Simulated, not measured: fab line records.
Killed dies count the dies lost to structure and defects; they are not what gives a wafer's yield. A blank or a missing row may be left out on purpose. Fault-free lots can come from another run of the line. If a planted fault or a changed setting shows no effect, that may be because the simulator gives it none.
fab line records ; flow ritCmos
record lots=15; wafers=45; lastDay=8
route steps=202 shown FOX2@26 GATE@93 SPACER@129 SILICIDE@163 M1@202
lots that met no fault: from a run of the same line without faults
startH: hours from the record's opening day to when the first of the lot's shown wafers began ; waitH: time in hours since the lot's previous step ; " repeats the value in the row above ; L1.1+2: one row covering several wafers at once ; - no value, or no start given ; * or withheld: withheld ; < > ~ a bound
route shown NAME@n: a module of which the file shows steps, and the number in the route of the first ; usual: average and standard deviation across the fault-free wafers ; same: alike in all rows ; chamber/n: place in a boat ; sites: readings site by site ; _std_site: standard deviation across them ; _edge_site: inner sites' mean taken away from outer sites' mean ; radiusMm: how far each site lies from the wafer's centre ; mask NAME#n: copy n ; behind: tool/chamber where the wafer was last shaped ; hold: what put the lot on hold/how long, in hours/how the hold closed ; device: names the non-switching transistor (n, p or np) ; end of line: tests run on the same wafers once the route is complete ; a step given without rows: its recipe and nothing more ; killed: at the first sort, the dies lost to defects and structure; wafer yield is something else ; map: dies across one wafer; x = killed, . = not, _ = none there
set.NAME: the setting that was run; set.NAME@STEP: the one run at that earlier step ; model.NAME: the simulator's own value behind a step, which no gauge read
the route's steps for a sample of lots (tables are steps, rows are wafers)
services: the hour from which a tool's chamber was out of use, counted from the record's first day as startH (under 0 if before that day), plus the number of hours and why
## steps
# step RIT_FOX2_WET_ETCH_03
# recipe chemistry=H3PO4; target=Si3N4; targetDepthNm=195; tempC=165; timeS=2700
# usual bathGuardTempC=164.8/0.44; bathHeatDutyPct=28.0/2.4
lot.wafer;tool;chamber;startH;waitH;bathGuardTempC;bathHeatDutyPct
L141.4;wetBench-04;3;35.61;0.0;165.3;30.0
L141.5;wetBench-04;3;35.61;0.0;165.8;31.3
L141.6;wetBench-04;3;35.61;0.0;165.3;31.9
L144.3;wetBench-04;1;50.59;0.0;164.6;26.0
L144.4;wetBench-04;1;50.59;0.0;164.7;27.4
L144.6;wetBench-04;1;50.59;0.0;164.7;28.4
L145.1;wetBench-02;2;55.40;0.0;165.1;29.1
L145.2;wetBench-02;2;55.40;0.0;165.0;29.7
L145.3;wetBench-02;2;55.40;0.0;164.4;27.8
L146.1;wetBench-04;2;64.64;0.0;165.0;28.7
L146.2;wetBench-04;2;64.64;0.0;165.3;27.7
L146.6;wetBench-04;2;64.64;0.0;164.8;28.4
L147.2;wetBench-04;3;67.28;0.0;165.2;27.4
L147.3;wetBench-04;3;67.28;0.0;165.6;28.8
L147.5;wetBench-04;3;67.28;0.0;165.1;28.3
L148.2;wetBench-04;0;72.28;0.0;164.6;31.0
L148.4;wetBench-04;0;72.28;0.0;165.2;30.3
L148.5;wetBench-04;0;72.28;0.0;165.4;28.0
L149.3;wetBench-02;0;75.83;0.0;165.4;27.1
L149.4;wetBench-02;0;75.83;0.0;165.3;27.8
L149.5;wetBench-02;0;75.83;0.0;165.2;26.2
L150.1;wetBench-02;0;81.06;0.0;164.9;28.8
L150.2;wetBench-02;0;81.06;0.0;165.1;28.6
L150.4;wetBench-02;0;81.06;0.0;165.0;29.9
L152.2;wetBench-01;1;96.96;0.0;164.6;25.2
L152.3;wetBench-01;1;96.96;0.0;164.3;23.9
L152.4;wetBench-01;1;96.96;0.0;164.2;26.0
L156.2;wetBench-01;2;114.15;0.0;164.0;22.6
L156.4;wetBench-01;2;114.15;0.0;163.9;24.6
L156.6;wetBench-01;2;114.15;0.0;164.5;23.3
L157.2;wetBench-04;0;117.85;0.0;-;-
L157.4;wetBench-04;0;117.85;0.0;-;-
L157.5;wetBench-04;0;117.85;0.0;-;-
L158.1;wetBench-01;0;131.91;0.0;-;-
L158.3;wetBench-01;0;131.91;0.0;-;-
L158.5;wetBench-01;0;131.91;0.0;-;-
L159.1;wetBench-01;1;131.91;0.0;-;-
L159.3;wetBench-01;1;131.91;0.0;-;-
L159.4;wetBench-01;1;131.91;0.0;-;-
L160.1;wetBench-02;2;145.93;0.0;165.1;28.9
L160.3;wetBench-02;2;145.93;0.0;165.2;29.8
L160.4;wetBench-02;2;145.93;0.0;164.6;30.8
L161.3;wetBench-02;3;145.93;0.0;165.0;30.7
L161.4;wetBench-02;3;145.93;0.0;165.1;30.5
L161.5;wetBench-02;3;145.93;0.0;165.5;30.1
# step RIT_GATE_OVL_MEAS_17
# usual GATE_OVL=-0.9/1.2
lot.wafer;tool;chamber;startH;waitH;GATE_OVL[nm]
L141.4;overlay-02;-;55.75;0.1;-1.6
L141.5;overlay-02;-;55.75;0.1;-1.0
L141.6;overlay-02;-;55.75;0.1;-1.4
L144.3;overlay-01;-;71.03;0.1;0.6
L144.4;overlay-01;-;71.03;0.1;0.2
L144.6;overlay-01;-;71.03;0.1;-0.9
L145.1;overlay-01;-;78.12;0.1;-1.5
L145.2;overlay-01;-;78.12;0.1;-2.2
L145.3;overlay-01;-;78.12;0.1;-1.4
L146.1;overlay-01;-;84.02;0.1;0.7
L146.2;overlay-01;-;84.02;0.1;2.2
L146.6;overlay-01;-;84.02;0.1;-0.6
L147.2;overlay-02;-;88.45;0.1;-0.5
L147.3;overlay-02;-;88.45;0.1;-1.8
L147.5;overlay-02;-;88.45;0.1;-1.9
L148.2;overlay-02;-;97.29;0.1;1.7
L148.4;overlay-02;-;97.29;0.1;0.0
L148.5;overlay-02;-;97.29;0.1;0.9
L149.3;overlay-01;-;99.93;0.1;-2.0
L149.4;overlay-01;-;99.93;0.1;-0.5
L149.5;overlay-01;-;99.93;0.1;-0.7
L150.1;overlay-01;-;101.41;0.1;-0.2
L150.2;overlay-01;-;101.41;0.1;-1.5
L150.4;overlay-01;-;101.41;0.1;-0.5
L152.2;overlay-02;-;120.67;0.1;-0.2
L152.3;overlay-02;-;120.67;0.1;0.1
L152.4;overlay-02;-;120.67;0.1;-2.0
L156.2;overlay-01;-;139.88;0.1;-4.9
L156.4;overlay-01;-;139.88;0.1;-3.2
L156.6;overlay-01;-;139.88;0.1;-1.5
L161.3;overlay-02;-;169.87;0.1;-0.1
L161.4;overlay-02;-;169.87;0.1;-1.3
L161.5;overlay-02;-;169.87;0.1;-0.8
L160.1;overlay-01;-;169.94;0.1;-2.7
L160.3;overlay-01;-;169.94;0.1;-3.7
L160.4;overlay-01;-;169.94;0.1;-2.2
# step RIT_SPACER_THK_MEAS_04
# recipe reads=Si3N4_of_SPACER_CVD_03
# usual SPACER_NITRIDE_THK=250.3/2.6
lot.wafer;tool;chamber;startH;waitH;SPACER_NITRIDE_THK[nm]
L141.4;filmMetro-04;-;68.25;0.0;249.8
L141.5;filmMetro-04;-;68.25;0.0;251.8
L141.6;filmMetro-04;-;68.25;0.0;252.3
L144.3;filmMetro-03;-;81.87;0.0;249.2
L144.4;filmMetro-03;-;81.87;0.0;248.1
L144.6;filmMetro-03;-;81.87;0.0;247.1
L145.1;filmMetro-01;-;87.12;0.0;250.3
L145.2;filmMetro-01;-;87.12;0.0;250.5
L145.3;filmMetro-01;-;87.12;0.0;250.3
L146.1;filmMetro-04;-;94.60;0.0;247.7
L146.2;filmMetro-04;-;94.60;0.0;248.7
L146.6;filmMetro-04;-;94.60;0.0;250.3
L147.2;filmMetro-04;-;99.68;0.0;252.4
L147.3;filmMetro-04;-;99.68;0.0;251.2
L147.5;filmMetro-04;-;99.68;0.0;251.1
L148.2;filmMetro-01;-;106.30;0.0;250.2
L148.4;filmMetro-01;-;106.30;0.0;249.1
L148.5;filmMetro-01;-;106.30;0.0;251.1
L149.3;filmMetro-04;-;108.85;0.0;252.1
L149.4;filmMetro-04;-;108.85;0.0;252.6
L149.5;filmMetro-04;-;108.85;0.0;253.2
L150.1;filmMetro-04;-;111.28;0.0;253.6
L150.2;filmMetro-04;-;111.28;0.0;255.0
L150.4;filmMetro-04;-;111.28;0.0;254.5
L152.2;filmMetro-04;-;133.01;0.0;250.7
L152.3;filmMetro-04;-;133.01;0.0;250.1
L152.4;filmMetro-04;-;133.01;0.0;248.3
L156.2;filmMetro-01;-;153.97;0.0;248.0
L156.4;filmMetro-01;-;153.97;0.0;245.3
L156.6;filmMetro-01;-;153.97;0.0;249.7
L160.1;filmMetro-04;-;181.60;0.0;248.1
L160.3;filmMetro-04;-;181.60;0.0;245.7
L160.4;filmMetro-04;-;181.60;0.0;246.6
L161.3;filmMetro-01;-;183.36;0.0;249.8
L161.4;filmMetro-01;-;183.36;0.0;250.1
L161.5;filmMetro-01;-;183.36;0.0;249.9
# step RIT_SILICIDE_RS_MEAS_02
# recipe thkMeasGauge=four-point-probe; reads=Ti_of_SILICIDE_SPUTTER_01
# usual SILICIDE_TI_RS=48.1/0.76
lot.wafer;tool;chamber;startH;waitH;SILICIDE_TI_RS[ohm/sq]
L141.4;filmMetro-04;-;72.53;0.1;48.8
L141.5;filmMetro-04;-;72.53;0.1;47.7
L141.6;filmMetro-04;-;72.53;0.1;47.1
L144.3;filmMetro-04;-;86.37;0.1;47.9
L144.4;filmMetro-04;-;86.37;0.1;48.3
L144.6;filmMetro-04;-;86.37;0.1;47.5
L145.1;filmMetro-04;-;91.49;0.1;49.6
L145.2;filmMetro-04;-;91.49;0.1;48.5
L145.3;filmMetro-04;-;91.49;0.1;48.4
L146.1;filmMetro-01;-;98.84;0.1;48.2
L146.2;filmMetro-01;-;98.84;0.1;47.0
L146.6;filmMetro-01;-;98.84;0.1;47.4
L147.2;filmMetro-04;-;104.09;0.1;48.2
L147.3;filmMetro-04;-;104.09;0.1;47.9
L147.5;filmMetro-04;-;104.09;0.1;47.8
L148.2;filmMetro-01;-;110.57;0.1;48.9
L148.4;filmMetro-01;-;110.57;0.1;49.7
L148.5;filmMetro-01;-;110.57;0.1;48.5
L149.3;filmMetro-04;-;113.13;0.1;48.8
L149.4;filmMetro-04;-;113.13;0.1;48.8
L149.5;filmMetro-04;-;113.13;0.1;47.4
L150.1;filmMetro-04;-;115.53;0.1;47.6
L150.2;filmMetro-04;-;115.53;0.1;47.9
L150.4;filmMetro-04;-;115.53;0.1;46.5
L152.2;filmMetro-02;-;137.38;0.1;48.0
L152.3;filmMetro-02;-;137.38;0.1;48.1
L152.4;filmMetro-02;-;137.38;0.1;48.7
L156.2;filmMetro-02;-;158.38;0.1;48.8
L156.4;filmMetro-02;-;158.38;0.1;47.4
L156.6;filmMetro-02;-;158.38;0.1;47.2
L160.1;filmMetro-01;-;186.00;0.1;46.7
L160.3;filmMetro-01;-;186.00;0.1;46.4
L160.4;filmMetro-01;-;186.00;0.1;48.1
L161.3;filmMetro-01;-;187.80;0.1;47.1
L161.4;filmMetro-01;-;187.80;0.1;47.7
L161.5;filmMetro-01;-;187.80;0.1;48.1
# step RIT_M1_PROBE_99
# usual killedAtContacts=0.1/0.24; killedAtFrontEnd=7/3.1; killedDies=7/3.1; killedOnRim=1.9/1.3; killedOpen=3.3/1.9; killedShort=3.9/2.1
# same grossDies=264; killed_at_M0_to_M3=0; killed_at_M4_up=0; killedAtBackSide=0; killedAtOther=0
lot.wafer;tool;chamber;startH;waitH;killedAtContacts;killedAtFrontEnd;killedDies;killedOnRim;killedOpen;killedShort
L141.4;prober-02;-;79.47;0.2;0;7;7;1;4;3
L141.5;prober-02;-;79.52;0.2;0;9;9;2;6;3
L141.6;prober-02;-;79.57;0.2;0;4;4;1;2;2
L144.3;prober-01;-;93.56;0.2;0;4;4;1;2;2
L144.4;prober-01;-;93.61;0.2;0;7;7;2;4;3
L144.6;prober-01;-;93.71;0.2;0;9;9;2;5;4
L145.1;prober-02;-;98.24;0.1;0;4;4;1;1;3
L145.2;prober-02;-;98.29;0.1;0;5;5;2;3;2
L145.3;prober-02;-;98.34;0.2;0;6;6;3;2;4
L146.1;prober-01;-;105.78;0.1;0;9;9;3;4;5
L146.2;prober-01;-;105.83;0.1;0;10;10;3;4;6
L146.6;prober-01;-;106.03;0.2;1;11;12;2;5;7
L147.2;prober-02;-;111.02;0.1;0;1;1;0;0;1
L147.3;prober-02;-;111.07;0.2;0;6;6;1;1;5
L147.5;prober-02;-;111.17;0.2;0;8;8;0;5;3
L148.2;prober-01;-;117.64;0.1;0;9;9;2;2;5
L148.4;prober-01;-;117.74;0.2;0;7;7;2;3;4
L148.5;prober-01;-;117.79;0.2;0;5;5;1;3;2
L149.3;prober-02;-;119.78;0.2;0;3;3;0;1;2
L149.4;prober-02;-;119.83;0.2;0;4;4;2;2;2
L149.5;prober-02;-;119.88;0.2;0;13;13;1;4;9
L150.1;prober-01;-;122.41;0.1;0;8;8;1;5;3
L150.2;prober-01;-;122.46;0.1;0;4;4;1;2;2
L150.4;prober-01;-;122.56;0.2;0;8;8;3;3;5
L152.2;prober-02;-;145.27;0.1;0;4;4;1;2;2
L152.3;prober-02;-;145.32;0.2;0;11;11;0;0;9
L152.4;prober-02;-;145.37;0.2;0;6;6;2;2;3
L156.2;prober-02;-;165.35;0.1;0;9;9;2;3;6
L156.4;prober-02;-;165.45;0.2;0;11;11;3;5;6
L156.6;prober-02;-;165.55;0.2;0;4;4;0;3;1
L157.2;prober-02;-;169.79;0.1;0;264;264;70;5;2
L157.4;prober-02;-;169.89;0.2;0;264;264;70;8;9
L157.5;prober-02;-;169.94;0.2;0;264;264;70;5;6
L158.1;prober-01;-;180.41;0.1;1;263;264;70;3;4
L158.3;prober-01;-;180.51;0.2;1;263;264;70;3;5
L158.5;prober-01;-;180.61;0.2;0;264;264;70;4;2
L159.1;prober-02;-;181.91;0.1;0;264;264;70;5;4
L159.3;prober-02;-;182.01;0.2;0;264;264;70;6;6
L159.4;prober-02;-;182.06;0.2;0;264;264;70;2;1
L160.1;prober-02;-;194.30;0.1;1;8;9;3;5;4
L160.3;prober-02;-;194.40;0.2;0;5;5;2;3;2
L160.4;prober-02;-;194.45;0.2;0;9;9;1;6;3
L161.3;prober-01;-;195.90;0.2;0;7;7;2;5;2
L161.4;prober-01;-;195.95;0.2;0;8;8;1;1;7
L161.5;prober-01;-;196.00;0.2;0;7;7;3;5;2
# killed by level:class
L141.4 REOX:geometricParticle:short=2 REOX:geometricParticle:open=2 FOX1:geometricParticle:short=1 GATE:geometricParticle:open=1 SILICIDE:geometricParticle:open=1
L141.5 GATE:geometricParticle:open=3 FOX1:geometricParticle:open=2 FOX1:geometricParticle:short=2 REOX:geometricParticle:open=1 REOX:geometricParticle:short=1
L141.6 GATE:geometricParticle:short=2 FOX1:geometricParticle:open=1 REOX:geometricParticle:open=1
L144.3 GATE:geometricParticle:short=2 GATE:geometricParticle:open=1 SPACER:geometricParticle:open=1
L144.4 FOX1:geometricParticle:open=2 FOX1:geometricParticle:short=1 GATE:geometricParticle:short=1 GATE:geometricParticle:open=1 SPACER:geometricParticle:open=1 SPACER:geometricParticle:short=1
L144.6 GATE:geometricParticle:open=3 FOX1:geometricParticle:short=1 FOX1:geometricParticle:open=1 GATE:geometricParticle:short=1 SPACER:geometricParticle:open=1 SPACER:geometricParticle:short=1 SILICIDE:geometricParticle:short=1
L145.1 FOX1:geometricParticle:short=1 GATE:geometricParticle:short=1 SPACER:geometricParticle:open=1 SPACER:geometricParticle:short=1
L145.2 GATE:geometricParticle:open=3 SPACER:geometricParticle:short=2
L145.3 SPACER:geometricParticle:short=2 FOX1:geometricParticle:open=1 GATE:geometricParticle:short=1 REOX:geometricParticle:short=1 SPACER:geometricParticle:open=1
L146.1 FOX1:geometricParticle:short=2 GATE:geometricParticle:open=2 SPACER:geometricParticle:short=2 FOX2:geometricParticle:open=1 GATE:geometricParticle:short=1 SPACER:geometricParticle:open=1
L146.2 GATE:geometricParticle:short=5 REOX:geometricParticle:open=2 GATE:geometricParticle:open=1 REOX:geometricParticle:short=1 SILICIDE:geometricParticle:open=1
L146.6 FOX2:geometricParticle:short=2 GATE:geometricParticle:short=2 GATE:geometricParticle:open=2 FOX1:geometricParticle:short=1 REOX:geometricParticle:open=1 SPACER:geometricParticle:open=1 SPACER:geometricParticle:short=1 SILICIDE:geometricParticle:short=1
L147.2 GATE:geometricParticle:short=1
L147.3 GATE:geometricParticle:short=2 SILICIDE:geometricParticle:short=2 FOX2:geometricParticle:open=1 SPACER:geometricParticle:short=1
L147.5 FOX1:geometricParticle:open=2 GATE:geometricParticle:short=2 ACTIVE:geometricParticle:open=1 GATE:geometricParticle:open=1 REOX:geometricParticle:open=1 SILICIDE:geometricParticle:short=1
L148.2 FOX2:geometricParticle:short=3 NRETRO:coatMicrobubblePrinted=2 GATE:geometricParticle:short=1 GATE:geometricParticle:open=1 SPACER:geometricParticle:short=1 SILICIDE:geometricParticle:open=1
L148.4 GATE:geometricParticle:open=2 SPACER:geometricParticle:short=2 GATE:geometricParticle:short=1 SILICIDE:geometricParticle:open=1 SILICIDE:geometricParticle:short=1
L148.5 FOX1:geometricParticle:open=1 GATE:geometricParticle:open=1 SPACER:geometricParticle:short=1 SPACER:geometricParticle:open=1 SILICIDE:geometricParticle:short=1
L149.3 FOX2:geometricParticle:open=1 REOX:geometricParticle:short=1 SPACER:geometricParticle:short=1
L149.4 FOX1:geometricParticle:short=1 REOX:geometricParticle:short=1 SPACER:geometricParticle:open=1 SILICIDE:geometricParticle:open=1
L149.5 GATE:geometricParticle:short=4 REOX:geometricParticle:short=3 FOX1:geometricParticle:open=1 FOX1:geometricParticle:short=1 FOX2:geometricParticle:open=1 GATE:geometricParticle:open=1 SILICIDE:geometricParticle:open=1 SILICIDE:geometricParticle:short=1
L150.1 FOX1:geometricParticle:open=2 GATE:geometricParticle:open=2 FOX1:geometricParticle:short=1 FOX2:geometricParticle:short=1 REOX:geometricParticle:open=1 REOX:geometricParticle:short=1
L150.2 GATE:geometricParticle:short=1 GATE:geometricParticle:open=1 SPACER:geometricParticle:open=1 SILICIDE:geometricParticle:short=1
L150.4 SILICIDE:geometricParticle:short=4 SILICIDE:geometricParticle:open=2 FOX1:geometricParticle:short=1 REOX:geometricParticle:open=1
L152.2 ACTIVE:geometricParticle:open=1 GATE:geometricParticle:open=1 GATE:geometricParticle:short=1 SILICIDE:geometricParticle:short=1
L152.3 GATE:geometricParticle:short=6 FOX2:geometricParticle:short=2 PWELL:coatMicrobubblePrinted=2 FOX1:geometricParticle:short=1
L152.4 SILICIDE:geometricParticle:short=2 FOX2:geometricParticle:short=1 REOX:geometricParticle:open=1 SILICIDE:geometricParticle:open=1 PWELL:coatMicrobubblePrinted=1
L156.2 REOX:geometricParticle:short=3 GATE:geometricParticle:short=2 FOX1:geometricParticle:short=1 GATE:geometricParticle:open=1 REOX:geometricParticle:open=1 SILICIDE:geometricParticle:open=1
L156.4 FOX1:geometricParticle:short=2 REOX:geometricParticle:short=2 FOX1:geometricParticle:open=1 FOX2:geometricParticle:short=1 FOX2:geometricParticle:open=1 GATE:geometricParticle:short=1 GATE:geometricParticle:open=1 REOX:geometricParticle:open=1
L156.6 FOX1:geometricParticle:open=1 FOX2:geometricParticle:open=1 GATE:geometricParticle:open=1 REOX:geometricParticle:short=1
L157.2 FOX2:areaEtch=257 GATE:geometricParticle:open=2 REOX:geometricParticle:open=2 REOX:geometricParticle:short=1 SILICIDE:geometricParticle:short=1 SILICIDE:geometricParticle:open=1
L157.4 FOX2:areaEtch=247 REOX:geometricParticle:open=4 GATE:geometricParticle:short=3 REOX:geometricParticle:short=3 FOX1:geometricParticle:short=2 FOX1:geometricParticle:open=1 FOX2:geometricParticle:short=1 GATE:geometricParticle:open=1
L157.5 FOX2:areaEtch=253 GATE:geometricParticle:short=3 REOX:geometricParticle:open=2 FOX1:geometricParticle:open=1 FOX2:geometricParticle:short=1 GATE:geometricParticle:open=1 REOX:geometricParticle:short=1 SPACER:geometricParticle:open=1
L158.1 FOX2:areaEtch=257 FOX1:geometricParticle:short=1 FOX1:geometricParticle:open=1 GATE:geometricParticle:open=1 GATE:geometricParticle:short=1 SILICIDE:geometricParticle:open=1 SILICIDE:geometricParticle:short=1 CONTACT:geometricParticle:short=1
L158.3 FOX2:areaEtch=256 GATE:geometricParticle:short=3 SPACER:geometricParticle:open=2 FOX1:geometricParticle:short=1 SILICIDE:geometricParticle:open=1 CONTACT:geometricParticle:short=1
L158.5 FOX2:areaEtch=258 SPACER:geometricParticle:open=2 FOX1:geometricParticle:short=1 GATE:geometricParticle:open=1 SPACER:geometricParticle:short=1 SILICIDE:geometricParticle:open=1
L159.1 FOX2:areaEtch=255 FOX1:geometricParticle:open=2 REOX:geometricParticle:open=2 REOX:geometricParticle:short=2 FOX1:geometricParticle:short=1 SPACER:geometricParticle:short=1 SILICIDE:geometricParticle:open=1
L159.3 FOX2:areaEtch=252 GATE:geometricParticle:short=4 GATE:geometricParticle:open=2 REOX:geometricParticle:short=2 FOX1:geometricParticle:open=1 FOX2:geometricParticle:open=1 REOX:geometricParticle:open=1 SILICIDE:geometricParticle:open=1
L159.4 FOX2:areaEtch=261 FOX1:geometricParticle:open=1 GATE:geometricParticle:open=1 GATE:geometricParticle:short=1
L160.1 REOX:geometricParticle:short=3 REOX:geometricParticle:open=2 FOX1:geometricParticle:open=1 GATE:geometricParticle:open=1 SILICIDE:geometricParticle:open=1 CONTACT:geometricParticle:short=1
L160.3 SPACER:geometricParticle:open=2 GATE:geometricParticle:short=1 REOX:geometricParticle:short=1 SILICIDE:geometricParticle:open=1
L160.4 REOX:geometricParticle:open=2 SPACER:geometricParticle:short=2 SPACER:geometricParticle:open=2 FOX1:geometricParticle:open=1 FOX2:geometricParticle:open=1 REOX:geometricParticle:short=1
L161.3 GATE:geometricParticle:open=4 GATE:geometricParticle:short=2 FOX2:geometricParticle:open=1
L161.4 SPACER:geometricParticle:short=3 GATE:geometricParticle:short=2 REOX:geometricParticle:short=1 SILICIDE:geometricParticle:short=1 SILICIDE:geometricParticle:open=1
L161.5 GATE:geometricParticle:open=4 FOX1:geometricParticle:open=1 GATE:geometricParticle:short=1 SPACER:geometricParticle:short=1
## services
tool;chamber;startH;hours;kind
wetBench-01;-;46.24;33.6;pm
wetBench-01;-;108.21;1.2;repair
## key
firstSign step=RIT_FOX2_WET_ETCH_03; reading=toolRecord; direction=missing
effect step=RIT_M1_PROBE_99; reading=killedAtFrontEnd; direction=up; sigmas=84; usual=7; struck=264
moreKillsBornAt RIT_FOX2_WET_ETCH_03@wetBench-01=1539; RIT_FOX2_WET_ETCH_03@wetBench-04=757
metAt RIT_FOX2_WET_ETCH_03
struckLots L157,L158,L159
laterRowsLeftOut L157.2,L157.4,L157.5,L158.1,L158.3,L158.5,L159.1,L159.3,L159.4
testerLeftOut L157,L158,L159
notActingAt RIT_GATE_OVL_MEAS_17,RIT_SPACER_THK_MEAS_04,RIT_SILICIDE_RS_MEAS_02
onsetBetween 114.15 117.85
fault kind=skippedStepWhole; tool=wetBench-01,wetBench-04; chamber=-; onsetH=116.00; steps=RIT_FOX2_WET_ETCH_03; scope=struckLotsOnly
# testerLeftOut: of these lots the tester's yield and bins aren't shown, on N5 and GAA mostly nor the transistor test; their killed dies are dies lost to structure and defects alone, not to doping, threshold or leakage, so they don't give the yield
# laterRowsLeftOut: the simulator's readings of these wafers behind a module that went badly wrong aren't trusted and aren't shown, but for the sort
